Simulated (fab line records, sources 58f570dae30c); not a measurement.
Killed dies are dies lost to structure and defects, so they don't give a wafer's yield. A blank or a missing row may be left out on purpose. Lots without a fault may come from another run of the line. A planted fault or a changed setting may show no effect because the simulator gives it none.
Which tool did it? | flow berkeley_cmos170 | 14 lots, 42 wafers sampled, at 4 steps of a route of 331

WHAT THE GAUGES READ, wafer by wafer
UCB170_M3_BOW_MEAS_20.
lot  | measured     | on            | M3_BOW (um)
L492 | day 8 21:24  | film_metro-04 | 48 38 41
L494 | day 9 03:35  | film_metro-01 | 36 46 42
L493 | day 9 06:27  | film_metro-02 | 38 39 32
L495 | day 9 18:59  | film_metro-02 | 26 36 34
L497 | day 10 12:03 | film_metro-04 | 36 30 35
L499 | day 10 12:14 | film_metro-02 | 21 21 41
L500 | day 10 10:05 | film_metro-02 | 40 40 29
L502 | day 11 06:40 | film_metro-04 | 38 24 28
L507 | day 14 02:17 | film_metro-04 | 46 40 42
L510 | day 14 00:54 | film_metro-04 | 38 42 32
L512 | day 14 02:21 | film_metro-01 | 38 33 36
L514 | day 15 03:22 | film_metro-04 | 32 14 39
L513 | day 15 03:04 | film_metro-04 | 30 35 30
L515 | day 15 13:58 | film_metro-04 | 29 35 32

WHICH TOOL RAN EACH LOT (tool, then ch and the chambers of the sampled wafers, then the start)
lot  | UCB170_PWELL_STRIP_16               | UCB170_M1_METAL_ETCH_12           | UCB170_V2_CVD_00
L492 | plasma_asher-04 ch 0,1, day 3 10:22 | rie_metal-04 ch 0,1, day 8 06:43  | pecvd-03 ch 0,1,2, day 8 15:34
L494 | plasma_asher-01 ch 0,1, day 3 20:10 | rie_metal-03 ch 0,1, day 8 15:21  | pecvd-04 ch 0,1, day 8 22:38
L493 | plasma_asher-02 ch 0,1, day 3 20:26 | rie_metal-04 ch 0,1, day 8 17:55  | pecvd-02 ch 0,2, day 9 01:13
L495 | plasma_asher-02 ch 0,1, day 4 06:20 | rie_metal-01 ch 0,1, day 9 05:41  | pecvd-04 ch 1,2, day 9 12:44
L497 | plasma_asher-02 ch 0,1, day 4 15:26 | rie_metal-01 ch 0,1, day 9 22:48  | pecvd-02 ch 0,1,2, day 10 06:34
L499 | plasma_asher-02 ch 0,1, day 5 01:53 | rie_metal-03 ch 0,1, day 9 22:29  | pecvd-04 ch 0,1,2, day 10 06:48
L500 | plasma_asher-04 ch 0,1, day 5 02:05 | rie_metal-01 ch 0,1, day 9 22:15  | pecvd-04 ch 1,2, day 10 04:59
L502 | plasma_asher-02 ch 0,1, day 5 11:00 | rie_metal-01 ch 0,1, day 10 18:43 | pecvd-04 ch 0,1, day 11 01:37
L507 | plasma_asher-01 ch 0,1, day 6 15:56 | rie_metal-03 ch 0,1, day 12 15:44 | pecvd-04 ch 0,2, day 13 19:04
L510 | plasma_asher-01 ch 0,1, day 7 01:28 | rie_metal-04 ch 0,1, day 12 15:14 | pecvd-03 ch 0,2, day 13 18:34
L512 | plasma_asher-02 ch 0,1, day 7 07:41 | rie_metal-03 ch 0,1, day 12 17:34 | pecvd-04 ch 1,2, day 13 19:43
L514 | plasma_asher-04 ch 0,1, day 7 20:39 | rie_metal-01 ch 0, day 14 08:53   | pecvd-04 ch 0,1, day 14 18:01
L513 | plasma_asher-01 ch 0,1, day 7 20:55 | rie_metal-04 ch 0,1, day 14 08:19 | pecvd-03 ch 0,1,2, day 14 17:17
L515 | plasma_asher-04 ch 0,1, day 8 08:23 | rie_metal-01 ch 0,1, day 14 19:32 | pecvd-02 ch 0,1,2, day 15 06:31
- UCB170_PWELL_STRIP_16: strips in O2.
- UCB170_M1_METAL_ETCH_12: etches Al in Cl2/BCl3, stops on PSG, target depth 780 nm, time 130 s.
- UCB170_V2_CVD_00: deposits SiO2 from TEOS/O2, target thk 2000 nm, time 250 s.

WHAT THE TOOLS THEMSELVES READ (means of the sampled wafers that have a number; where no wafer has one, the mark that the record gives instead)
UCB170_PWELL_STRIP_16.
lot  | tool            | drypump_motor_current_A (A) | o2_flow_sccm (sccm) | oes_product_au (a.u.) | strip_time_to_endpoint_s (s)
L492 | plasma_asher-04 | 5.7                         | 401.2               | 0.722                 | 17.99
L494 | plasma_asher-01 | 5.7                         | 398.9               | 0.719                 | 18.12
L493 | plasma_asher-02 | 5.8                         | 399.3               | 0.716                 | 18.08
L495 | plasma_asher-02 | 5.5                         | 399.8               | 0.722                 | 18.15
L497 | plasma_asher-02 | 5.5                         | 400.2               | 0.719                 | 18.18
L499 | plasma_asher-02 | 5.5                         | 398.9               | 0.726                 | 18.14
L500 | plasma_asher-04 | 5.7                         | 400.0               | 0.716                 | 18.06
L502 | plasma_asher-02 | 5.5                         | 398.6               | 0.718                 | 18.06
L507 | plasma_asher-01 | 5.8                         | 399.3               | 0.724                 | 18.09
L510 | plasma_asher-01 | 5.7                         | 400.6               | 0.720                 | 18.01
L512 | plasma_asher-02 | 5.5                         | 399.9               | 0.718                 | 17.93
L514 | plasma_asher-04 | 5.7                         | 399.4               | 0.721                 | 18.08
L513 | plasma_asher-01 | 5.7                         | 400.7               | 0.719                 | 18.03
L515 | plasma_asher-04 | 5.3                         | 399.6               | 0.723                 | 18.14

UCB170_M1_METAL_ETCH_12.
lot  | tool         | bcl3_flow_sccm (sccm) | drypump_motor_current_A (A) | oes_product_au (a.u.) | throttle_valve_pct (%)
L492 | rie_metal-04 | 44.98                 | 6.1                         | 0.847                 | 24.36
L494 | rie_metal-03 | 45.09                 | 5.7                         | 0.837                 | 24.54
L493 | rie_metal-04 | 44.99                 | 6.1                         | 0.838                 | 24.36
L495 | rie_metal-01 | 44.76                 | 5.7                         | 0.858                 | 24.35
L497 | rie_metal-01 | 45.00                 | 5.7                         | 0.870                 | 24.34
L499 | rie_metal-03 | 45.08                 | 5.8                         | 0.826                 | 24.55
L500 | rie_metal-01 | 45.07                 | 5.4                         | 0.851                 | 24.36
L502 | rie_metal-01 | 44.97                 | 5.4                         | 0.875                 | 24.35
L507 | rie_metal-03 | 44.93                 | 5.8                         | 0.830                 | 24.56
L510 | rie_metal-04 | 44.94                 | 6.2                         | 0.842                 | 24.47
L512 | rie_metal-03 | 44.98                 | 5.7                         | 0.826                 | 24.49
L514 | rie_metal-01 | 44.92                 | 6.0                         | 0.872                 | 24.32
L513 | rie_metal-04 | 45.01                 | 6.2                         | 0.840                 | 24.47
L515 | rie_metal-01 | 45.04                 | 5.4                         | 0.874                 | 24.32

UCB170_V2_CVD_00.
lot  | tool     | heater_power_w (W)
L492 | pecvd-03 | 305
L494 | pecvd-04 | 187
L493 | pecvd-02 | 243
L495 | pecvd-04 | 202
L497 | pecvd-02 | 240
L499 | pecvd-04 | 263
L500 | pecvd-04 | 258
L502 | pecvd-04 | 180
L507 | pecvd-04 | 273
L510 | pecvd-03 | 334
L512 | pecvd-04 | 222
L514 | pecvd-04 | 204
L513 | pecvd-03 | 299
L515 | pecvd-02 | 263

THE ANSWER, worked out from the rows above alone
Rule: what is usual is taken from the lots themselves. Put in order of their means at a reading, lots are off if they are a third of the lots or fewer, leave a main group of 4 or more, and stand apart from it by a gap of 3 or more times the standard deviation of the main group's means; of several such gaps the widest counts. A main group whose means are all the same, to the digits that the tables above print for the reading, isn't used. A lot without any number at a reading at which 4 lots or more have one is off too. The other lots that the step has rows for count as sound. The gauges are gone through in route order, then the tools' own readings, and for those a lot's mean is taken as printed above. The first step at which some lot is off is used, and at that step the reading that is off furthest; a lot without a number counts as furthest.
No lot is off at any reading shown: from this, nothing can be told.

WHAT THE SIMULATOR HAD PUT IN
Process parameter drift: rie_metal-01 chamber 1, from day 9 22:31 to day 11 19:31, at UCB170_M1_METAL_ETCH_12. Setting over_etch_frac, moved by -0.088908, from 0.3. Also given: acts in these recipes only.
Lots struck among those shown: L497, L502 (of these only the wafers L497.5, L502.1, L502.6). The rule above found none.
